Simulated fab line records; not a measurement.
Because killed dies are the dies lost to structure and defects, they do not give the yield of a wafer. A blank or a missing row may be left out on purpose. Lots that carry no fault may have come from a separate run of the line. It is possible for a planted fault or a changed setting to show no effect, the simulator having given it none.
fab line records ; flow ritCmos
[record] lots = 14; wafers = 42; lastDay = 8
route steps=202 shown NWELL@38 PSD@151 SILICIDE@165 M1@193
lots that met no fault: taken from a fault-free run of the same line
startH: hours from the record's opening day to when the first of the lot's shown wafers began ; waitH: how many hours have passed since the lot's step before this one ; " as in the row above ; L1.1+2: a row that stands for several wafers ; - value missing, or start not given ; * or withheld: withheld ; < > ~ a bound
route shown NAME@n: a module of which the file shows steps, and the number in the route of the first ; usual: mean/standard deviation taken from wafers without a fault ; same: alike in all rows ; chamber/n: place in a boat ; sites: the reading at each site ; _std_site: standard deviation across them ; _edge_site: the outer-site mean with the inner-site mean subtracted ; radiusMm: how far each site lies from the wafer's centre ; mask NAME#n: copy n ; behind: the most recent tool/chamber to have shaped the wafer ; hold: why the lot went on hold/how many hours it stayed there/how the hold came to an end ; device: transistor that didn't switch, given as n, p or np ; end of line: at the end of the route, the tests of the same wafers ; where a step has no rows: the recipe by itself ; killed: dies that structure and defects cost at the first sort, which is not the same as the wafer's yield ; map: shows each die of a wafer: x if killed, . if not, _ if none is there
set.NAME: setting as actually run; set.NAME@STEP: the setting as run at that earlier step ; model.NAME: the simulator's own value behind a step, which no gauge read
steps of the route over a sample of lots; a table a step, a row a wafer
services: from which hour (startH, from the record's first day; less than 0 if before it) a tool's chamber was out of use, for how many hours, and why
[[steps]]
[step RIT_NWELL_TW_MEAS_10]
[usual] NWELL_TW = 2138/13
lot.wafer;tool;chamber;startH;waitH;NWELL_TW
L322.1;filmMetro-02;-;26.02;0.1;2146
L322.3;filmMetro-02;-;26.02;0.1;2165
L322.6;filmMetro-02;-;26.02;0.1;2154
L323.1;filmMetro-04;-;31.77;0.1;2123
L323.2;filmMetro-04;-;31.77;0.1;2124
L323.6;filmMetro-04;-;31.77;0.1;2109
L324.2;filmMetro-02;-;37.52;0.1;2134
L324.3;filmMetro-02;-;37.52;0.1;2148
L324.5;filmMetro-02;-;37.52;0.1;2154
L325.1;filmMetro-04;-;41.58;0.1;2118
L325.4;filmMetro-04;-;41.58;0.1;2114
L325.6;filmMetro-04;-;41.58;0.1;2111
L326.3;filmMetro-01;-;45.83;0.1;2120
L326.4;filmMetro-01;-;45.83;0.1;2117
L326.5;filmMetro-01;-;45.83;0.1;2117
L327.2;filmMetro-02;-;50.88;0.1;2133
L327.5;filmMetro-02;-;50.88;0.1;2137
L327.6;filmMetro-02;-;50.88;0.1;2144
L331.3;filmMetro-04;-;70.97;0.1;2151
L331.4;filmMetro-04;-;70.97;0.1;2144
L331.6;filmMetro-04;-;70.97;0.1;2132
L332.4;filmMetro-04;-;76.17;0.1;2126
L332.5;filmMetro-04;-;76.17;0.1;2131
L332.6;filmMetro-04;-;76.17;0.1;2130
L333.3;filmMetro-02;-;82.09;0.1;2133
L333.4;filmMetro-02;-;82.09;0.1;2137
L333.5;filmMetro-02;-;82.09;0.1;2143
L334.2;filmMetro-02;-;86.66;0.1;2128
L334.3;filmMetro-02;-;86.66;0.1;2146
L334.5;filmMetro-02;-;86.66;0.1;2144
L340.1;filmMetro-04;-;117.28;0.1;2121
L340.4;filmMetro-04;-;117.28;0.1;2115
L340.6;filmMetro-04;-;117.28;0.1;2117
L341.1;filmMetro-02;-;122.47;0.1;2151
L341.2;filmMetro-02;-;122.47;0.1;2150
L341.4;filmMetro-02;-;122.47;0.1;2153
L342.2;filmMetro-04;-;127.62;0.1;2136
L342.4;filmMetro-04;-;127.62;0.1;2134
L342.6;filmMetro-04;-;127.62;0.1;2131
L344.3;filmMetro-04;-;139.66;0.1;2137
L344.4;filmMetro-04;-;139.66;0.1;2153
L344.6;filmMetro-04;-;139.66;0.1;2144
[step RIT_PSD_STRIP_09]
[recipe] chemistry = O2; timeS = 180; resist = NOVOLAK; platenTempC = withheld; powerW = 500; pressureMtorr = 4000; o2FlowSccm = 4000
[usual] drypumpMotorCurrentA = 5.8/0.51
lot.wafer;tool;chamber;startH;waitH;drypumpMotorCurrentA;rfHoursCounterH
L322.1;plasmaAsher-01;1;53.48;0.1;5.2;36
L322.3;plasmaAsher-01;1;53.48;0.1;5.2;-
L322.6;plasmaAsher-01;0;53.48;0.1;5.3;-
L323.1;plasmaAsher-01;1;60.16;0.1;5.2;36
L323.2;plasmaAsher-01;0;60.16;0.1;5.2;36
L323.6;plasmaAsher-01;0;60.16;0.1;5.3;-
L324.2;plasmaAsher-01;1;65.44;0.1;5.2;37
L324.3;plasmaAsher-01;0;65.44;0.1;5.3;-
L324.5;plasmaAsher-01;1;65.44;0.1;5.2;-
L325.1;plasmaAsher-03;0;72.33;0.1;6.5;29
L325.4;plasmaAsher-03;1;72.33;0.1;5.7;-
L325.6;plasmaAsher-03;1;72.33;0.1;5.7;-
L326.3;plasmaAsher-03;1;74.73;0.1;5.7;-
L326.4;plasmaAsher-03;0;74.73;0.1;6.5;-
L326.5;plasmaAsher-03;0;74.73;0.1;6.5;-
L327.2;plasmaAsher-04;1;77.80;0.1;6.3;44
L327.5;plasmaAsher-04;0;77.80;0.1;5.6;-
L327.6;plasmaAsher-04;1;77.80;0.1;6.3;-
L331.3;plasmaAsher-03;1;99.09;0.1;5.7;-
L331.4;plasmaAsher-03;0;99.09;0.1;6.5;-
L331.6;plasmaAsher-03;1;99.09;0.1;5.7;-
L332.4;plasmaAsher-03;0;105.62;0.1;6.5;-
L332.5;plasmaAsher-03;1;105.62;0.1;5.7;-
L332.6;plasmaAsher-03;0;105.62;0.1;6.5;-
L333.3;plasmaAsher-04;1;111.91;0.1;6.3;-
L333.4;plasmaAsher-04;0;111.91;0.1;5.5;-
L333.5;plasmaAsher-04;1;111.91;0.1;6.3;-
L334.2;plasmaAsher-03;1;116.51;0.1;5.7;34
L334.3;plasmaAsher-03;0;116.51;0.1;6.5;-
L334.5;plasmaAsher-03;0;116.51;0.1;6.6;-
L340.1;plasmaAsher-01;0;150.46;0.1;5.3;3
L340.4;plasmaAsher-01;1;150.46;0.1;5.2;-
L340.6;plasmaAsher-01;1;150.46;0.1;5.2;-
L341.1;plasmaAsher-01;0;153.64;0.1;5.3;3
L341.2;plasmaAsher-01;1;153.64;0.1;5.2;3
L341.4;plasmaAsher-01;1;153.64;0.1;5.2;-
L342.2;plasmaAsher-04;0;162.77;0.1;5.6;53
L342.4;plasmaAsher-04;1;162.77;0.1;6.3;-
L342.6;plasmaAsher-04;0;162.77;0.1;5.6;-
L344.3;plasmaAsher-03;0;176.20;0.1;6.6;-
L344.4;plasmaAsher-03;1;176.20;0.1;5.7;-
L344.6;plasmaAsher-03;0;176.20;0.1;6.5;-
[step RIT_SILICIDE_RTA_04]
[recipe] tempC = 650; timeS = 10; idleTempC = 25; rampUpS = 5; rampDownS = 5; coolToC = 25; ambient = N2
[usual] annealTempCMax = 652.3/0.61; chamberO2Ppm = 1.995/0.027; wafer_temp_C_max = 652.4/0.52
lot.wafer;tool;chamber;startH;waitH;annealTempCMax;chamberO2Ppm;wafer_temp_C_max
L322.1;rtpAnneal-02;0;55.00;0.1;652.1;1.968;653.3
L322.3;rtpAnneal-02;0;55.00;0.1;652.4;2.022;651.8
L322.6;rtpAnneal-02;0;55.00;0.1;652.3;1.978;652.4
L323.1;rtpAnneal-01;0;61.74;0.1;651.3;1.936;652.2
L323.2;rtpAnneal-01;0;61.74;0.1;651.7;1.978;652.9
L323.6;rtpAnneal-01;0;61.74;0.1;651.6;1.971;652.1
L324.2;rtpAnneal-02;0;66.96;0.1;653.1;1.982;651.9
L324.3;rtpAnneal-02;0;66.96;0.1;653.2;1.973;652.6
L324.5;rtpAnneal-02;0;66.96;0.1;652.7;1.973;652.1
L325.1;rtpAnneal-01;0;74.00;0.1;652.0;2.025;652.2
L325.4;rtpAnneal-01;0;74.00;0.1;652.1;1.980;652.9
L325.6;rtpAnneal-01;0;74.00;0.1;652.0;2.011;652.2
L326.3;rtpAnneal-02;0;76.35;0.1;653.7;2.002;653.1
L326.4;rtpAnneal-02;0;76.35;0.1;652.8;2.024;651.9
L326.5;rtpAnneal-02;0;76.35;0.1;653.8;2.015;652.3
L327.2;rtpAnneal-01;0;79.31;0.1;651.3;1.962;652.7
L327.5;rtpAnneal-01;0;79.31;0.1;651.2;2.023;651.9
L327.6;rtpAnneal-01;0;79.31;0.1;652.0;1.992;652.2
L331.3;rtpAnneal-01;-;100.54;0.1;-;-;-
L331.4;rtpAnneal-01;-;100.54;0.1;-;-;-
L331.6;rtpAnneal-01;-;100.54;0.1;-;-;-
L332.4;rtpAnneal-02;-;107.09;0.1;-;-;-
L332.5;rtpAnneal-02;-;107.09;0.1;-;-;-
L332.6;rtpAnneal-02;-;107.09;0.1;-;-;-
L333.3;rtpAnneal-01;0;113.36;0.1;652.5;1.935;651.4
L333.4;rtpAnneal-01;0;113.36;0.1;652.2;1.986;651.6
L333.5;rtpAnneal-01;0;113.36;0.1;651.7;1.998;652.2
L334.2;rtpAnneal-02;0;118.03;0.1;652.4;1.991;652.4
L334.3;rtpAnneal-02;0;118.03;0.1;652.6;2.008;652.8
L334.5;rtpAnneal-02;0;118.03;0.1;652.8;2.003;652.6
L340.1;rtpAnneal-02;0;152.14;0.1;652.8;2.032;653.0
L340.4;rtpAnneal-02;0;152.14;0.1;652.6;1.949;653.3
L340.6;rtpAnneal-02;0;152.14;0.1;652.2;1.993;653.5
L341.1;rtpAnneal-01;0;155.47;0.1;651.7;1.976;651.9
L341.2;rtpAnneal-01;0;155.47;0.1;651.8;2.033;651.6
L341.4;rtpAnneal-01;0;155.47;0.1;651.8;2.032;650.9
L342.2;rtpAnneal-02;0;164.44;0.1;653.8;2.011;652.7
L342.4;rtpAnneal-02;0;164.44;0.1;652.8;2.009;652.2
L342.6;rtpAnneal-02;0;164.44;0.1;652.6;1.970;652.3
L344.3;rtpAnneal-02;0;177.66;0.1;653.0;2.000;652.4
L344.4;rtpAnneal-02;0;177.66;0.1;653.0;1.983;652.1
L344.6;rtpAnneal-02;0;177.66;0.1;652.4;1.968;653.3
[step RIT_M1_CD_MEAS_09]
[recipe] targetCdNm = 2600
[usual] cdNm = 2600.4/2
lot.wafer;tool;chamber;startH;waitH;cdNm
L322.1;cdSem-02;-;58.81;-;2599.8
L322.3;cdSem-02;-;58.81;-;2600.4
L322.6;cdSem-02;-;58.81;-;2603.3
L323.1;cdSem-02;-;65.63;-;2596.4
L323.2;cdSem-02;-;65.63;-;2598.3
L323.6;cdSem-02;-;65.63;-;2596.5
L324.2;cdSem-02;-;70.89;-;2602.1
L324.3;cdSem-02;-;70.89;-;2598.9
L324.5;cdSem-02;-;70.89;-;2601.8
L325.1;cdSem-01;-;77.96;-;2600.9
L325.4;cdSem-01;-;77.96;-;2602.1
L325.6;cdSem-01;-;77.96;-;2600.2
L326.3;cdSem-01;-;80.57;-;2600.5
L326.4;cdSem-01;-;80.57;-;2596.6
L326.5;cdSem-01;-;80.57;-;2599.1
L327.2;cdSem-02;-;83.29;-;2600.6
L327.5;cdSem-02;-;83.29;-;2598.6
L327.6;cdSem-02;-;83.29;-;2598.4
L333.3;cdSem-02;-;117.32;-;2599.6
L333.4;cdSem-02;-;117.32;-;2598.4
L333.5;cdSem-02;-;117.32;-;2598.0
L334.2;cdSem-02;-;122.24;-;2599.1
L334.3;cdSem-02;-;122.24;-;2598.4
L334.5;cdSem-02;-;122.24;-;2599.4
L340.1;cdSem-02;-;156.44;-;2603.8
L340.4;cdSem-02;-;156.44;-;2604.4
L340.6;cdSem-02;-;156.44;-;2603.8
L341.1;cdSem-02;-;159.26;-;2597.0
L341.2;cdSem-02;-;159.26;-;2597.3
L341.4;cdSem-02;-;159.26;-;2598.1
L342.2;cdSem-02;-;168.35;-;2598.6
L342.4;cdSem-02;-;168.35;-;2600.9
L342.6;cdSem-02;-;168.35;-;2600.1
L344.3;cdSem-01;-;181.65;-;2597.7
L344.4;cdSem-01;-;181.65;-;2597.4
L344.6;cdSem-01;-;181.65;-;2596.8
[[services]]
tool;chamber;startH;hours;kind
plasmaAsher-04;-;57.82;14.6;pm
plasmaAsher-04;-;74.78;2.2;repair
plasmaAsher-01;-;98.54;2.8;pm
plasmaAsher-01;-;108.75;9.0;pm
plasmaAsher-01;0;108.75;9.5;ventCycle
plasmaAsher-01;1;108.75;9.5;ventCycle
plasmaAsher-01;-;109.09;9.1;repair
plasmaAsher-04;-;114.19;2.8;repair
plasmaAsher-01;0;117.75;-;clean
plasmaAsher-01;1;117.75;-;clean
plasmaAsher-04;-;129.31;4.3;pm
[[key]]
[firstSign] step = RIT_SILICIDE_RTA_04; reading = toolRecord; direction = missing
effect none on later readings
metAt RIT_SILICIDE_RTA_04
struckLots L331,L332
laterRowsLeftOut L331.3,L331.4,L331.6,L332.4,L332.5,L332.6
sortLeftOut L331.3,L331.4,L331.6,L332.4,L332.5,L332.6
testerLeftOut L331,L332
notActingAt RIT_NWELL_TW_MEAS_10,RIT_PSD_STRIP_09,RIT_M1_CD_MEAS_09
onsetBetween 79.31 100.54
[fault] kind = skippedStepWhole; tool = rtpAnneal-01,rtpAnneal-02; chamber = -; onsetH = 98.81; steps = RIT_SILICIDE_RTA_04; scope = struckLotsOnly
// testerLeftOut: of these lots the tester's yield and bins aren't shown, on N5 and GAA mostly nor the transistor test; their killed dies are dies lost to structure and defects alone, not to doping, threshold or leakage, so they don't give the yield
// sortLeftOut: the simulated sort isn't trusted on such a fault, so these wafers' sort isn't shown, and their yield isn't known
// laterRowsLeftOut: the simulator's readings of these wafers behind a module that went badly wrong aren't trusted and aren't shown, but for the sort
